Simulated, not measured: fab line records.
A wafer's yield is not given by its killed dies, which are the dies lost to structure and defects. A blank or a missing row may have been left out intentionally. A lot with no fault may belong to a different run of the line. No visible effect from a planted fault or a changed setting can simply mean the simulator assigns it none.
A single fault, viewed from 2 desks | flow berkeley_cmos170 | every desk sees just its own numbers, and what lay behind them comes last

DESK OF THE TOOL OWNER: furnace-04
The tool's own readings at UCB170_WELLDRIVE_OXIDATION_01 (target thk 199 nm, ox time 9000 s): means of the sampled wafers that have a number, for each lot that ran on this tool. Marked OUT: a lot whose mean sits more than 4 standard deviations from the usual mean, which makes it out of limits; the brackets give that distance.
Columns: A = spike_tc_centre_C at UCB170_WELLDRIVE_OXIDATION_01, usual 1102.3 C; B = spike_tc_load_C at UCB170_WELLDRIVE_OXIDATION_01, usual 1129.6 C; C = spike_tc_source_C at UCB170_WELLDRIVE_OXIDATION_01, usual 1125.7 C; D = tube_center_temp_C at UCB170_WELLDRIVE_OXIDATION_01, usual 1100 C; E = tube_center_temp_C_max at UCB170_WELLDRIVE_OXIDATION_01, usual 1102.8; F = zone_power_load_pct at UCB170_WELLDRIVE_OXIDATION_01, usual 48 %
lot  | first seen here | A                | B                | C                | D                      | E                | F
L638 | day 3 15:59     | 1101.9           | 1131.6           | 1126.0           | 1100                   | 1102.9           | 53
L639 | day 4 06:40     | 1102.3           | 1131.9           | 1125.8           | 1100                   | 1102.6           | 53
L640 | day 4 06:40     | 1101.2           | 1131.3           | 1127.0           | 1100                   | 1102.8           | 53
L641 | day 4 06:40     | 1102.9           | 1131.4           | 1126.2           | 1100                   | 1102.7           | 53
L645 | day 5 09:58     | 1102.7           | 1131.2           | 1125.6           | 1100                   | 1102.7           | 53
L649 | day 6 10:47     | 1134.8 (+33) OUT | 1164.6 (+14) OUT | 1159.2 (+19) OUT | 1132 (+99 or more) OUT | 1135.3 (+68) OUT | 56
L650 | day 6 10:47     | 1134.5 (+33) OUT | 1163.4 (+14) OUT | 1159.0 (+19) OUT | 1132 (+99 or more) OUT | 1135.0 (+67) OUT | 56
L651 | day 6 17:12     | 1133.7 (+32) OUT | 1164.6 (+14) OUT | 1159.1 (+19) OUT | 1132 (+99 or more) OUT | 1135.3 (+68) OUT | 57
L652 | day 6 17:12     | 1134.8 (+33) OUT | 1164.9 (+14) OUT | 1159.5 (+19) OUT | 1132 (+99 or more) OUT | 1134.9 (+67) OUT | 56
This desk's verdict: out of limits on L649, L650, L651, L652, starting with L649 at day 6 10:47 (spike_tc_centre_C at UCB170_WELLDRIVE_OXIDATION_01). In limits: L638, L639, L640, L641, L645.

METROLOGY DESK
What the gauges read, lot by lot, whatever tool the lot ran on: means of the sampled wafers that have a number. Marked OUT: a lot whose mean sits more than 4 standard deviations from the usual mean, which makes it out of limits; the brackets give that distance.
Columns: A = WELLDRIVE_OXIDE_THK at UCB170_WELLDRIVE_THK_MEAS_02, usual 197 nm; B = V2_OVL at UCB170_V2_OVL_MEAS_13, usual 2 nm
lot  | first seen here | A              | B
L638 | day 3 19:30     | 192            | 3
L640 | day 4 10:14     | 195            | 5
L639 | day 4 10:18     | 199            | 7
L641 | day 4 10:20     | 194            | 9
L642 | day 4 18:49     | 195            | 5
L643 | day 5 05:11     | 192            | 9
L645 | day 5 13:30     | 194            | -1
L646 | day 5 17:51     | 200            | -8
L647 | day 6 04:14     | 204            | -4
L649 | day 6 14:17     | 235 (+9.5) OUT | -4
L650 | day 6 14:18     | 230 (+8.2) OUT | -9
L651 | day 6 20:43     | 232 (+8.8) OUT | 11
L652 | day 6 20:43     | 236 (+9.8) OUT | 0
L654 | day 7 05:52     | 197            | -3
L660 | day 8 17:49     | 201            | 2
L661 | day 8 17:49     | 199            | 1
This desk's finding: out of limits on L649, L650, L651, L652; first on L649, day 6 14:17 (WELLDRIVE_OXIDE_THK at UCB170_WELLDRIVE_THK_MEAS_02). In limits: L638, L640, L639, L641, L642, L643, L645, L646, L647, L654, L660, L661.

ALL TOGETHER
At day 6 10:47, on L649, L650, L651, L652, the tool owner's desk was in a position to raise an alarm.
The metrology desk could have raised an alarm at day 6 14:17, on L649, L650, L651, L652.
Every lot named ran UCB170_WELLDRIVE_OXIDATION_01 on furnace-04.

WHAT WAS PUT IN BY THE SIMULATOR
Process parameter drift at UCB170_WELLDRIVE_OXIDATION_01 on furnace-04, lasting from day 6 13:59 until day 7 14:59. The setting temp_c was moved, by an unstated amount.
Shown lots that were struck: L649, L650, L651, L652.
